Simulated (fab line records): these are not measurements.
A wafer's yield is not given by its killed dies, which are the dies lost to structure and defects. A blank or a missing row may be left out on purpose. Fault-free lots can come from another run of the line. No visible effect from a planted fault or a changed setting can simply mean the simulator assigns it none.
Struck lot and sound lot, side by side -- flow rit cmos -- 14 out of 202 route steps
Sound: these wafers, L936.1, L936.3, L936.6. The struck wafers were L926.2, L926.4, L926.5. The cause is named last.
Order at every step that has rows: each side's tool, ch and its chambers, its first start. Under that, the readings that differ: sound wafers -- struck wafers -- difference of the means -- sigmas: that difference in standard deviations of wafers without a fault.
alike: a reading whose means differ by less than 2 such deviations, as well as words and numbers matching on both sides. not compared: withheld readings; readings where some wafer has no value; bounds like >300 that might hide an equal value; numbers whose values overlap and for which the record gives no deviation.
A row with sigmas, a row that says differs or no value, or rows on one side alone: a step with any of these is where the two part. Numbers that have no deviation but don't overlap get no sigmas and don't part them. Lack of a reading on every wafer of one side parts them only where that side has two or more wafers.

first, 2 steps without rows for these wafers: RIT_PLDD_PEB_04; RIT_PLDD_DEVELOP_05 (develop time 50 s).
RIT_PLDD_OVL_MEAS_06:
  sound on overlay-02, day 6 03:22; struck on overlay-02, day 4 07:59
  alike: PLDD_OVL
then, 2 steps without rows for these wafers: RIT_PLDD_HARDBAKE_07 (time 60 s); RIT_PLDD_IMPLANT_08.
RIT_PLDD_STRIP_09: strips in O2, time 180 s.
  sound on plasma asher-02 ch 1, day 6 03:43; struck on plasma asher-02 ch 1, day 4 08:26
  alike: drypump motor current A, o2 flow sccm
  not compared: rf hours counter h
RIT_PLDD_TW_MEAS_10:
  sound on film metro-01, day 6 03:53; struck on film metro-01, day 4 08:37
  alike: PLDD_TW
then, 4 steps without rows for these wafers: RIT_SPACER_CLEAN_00 (cleans in SC1, time 600 s); RIT_SPACER_CLEAN_01 (cleans in dHF, time 30 s); RIT_SPACER_CLEAN_02 (cleans in SC2, time 600 s); RIT_SPACER_CVD_03 (deposits Si3N4 from SiH2Cl2/NH3, target thk 250 nm, time 3300 s).
RIT_SPACER_THK_MEAS_04:
  sound on film metro-03, day 6 07:34; struck on film metro-03, day 4 11:08
  alike: SPACER_NITRIDE_THK
RIT_SPACER_ETCHBACK_05: etches Si3N4 in SF6/CHF3, stops on SiO2, target depth 250 nm, time 240 s.
  sound on rie diel-03 ch 0,1,3, day 6 07:37; struck on rie diel-03 ch 1,3, day 4 11:11
  no value came back on the struck wafers for any of 5 readings (CHF3_flow_sccm (sccm), SF6_flow_sccm (sccm) and others); on the sound wafers CHF3_flow_sccm (sccm) reads 29.98 30.06 29.95
reading,sound,struck,difference,sigmas
model.poly-Si_of_GATE_CVD_08.thk nm (nm),167 167.5 167.8,231.8 229.4 230.7,+63.2,
model.Si3N4_of_SPACER_CVD_03.thk nm (nm),197.4 197.5 198.3,249.1 252.2 250.9,+53.0,
model.SiO2_of_FOX2_OXIDATION_00.thk nm (nm),190.1 189.1 183.7,216.4 214.7 220.8,+29.7,
  not compared: rf hours counter h
RIT_M1_PROBE_99:
  sound on prober-02, day 6 18:59; struck on prober-02, day 4 22:26
reading,sound,struck,difference,sigmas
killed at front end,9 14 8,264 264 264,+254,+85
killed dies,9 14 8,264 264 264,+254,+85
killed on rim,1 2 3,70 70 70,+68,+57
  alike: killed open, killed short

WHERE THEY PART
Last at RIT_M1_PROBE_99 as far as this record goes, first at RIT_SPACER_ETCHBACK_05.

WHY: the cause the simulator had injected
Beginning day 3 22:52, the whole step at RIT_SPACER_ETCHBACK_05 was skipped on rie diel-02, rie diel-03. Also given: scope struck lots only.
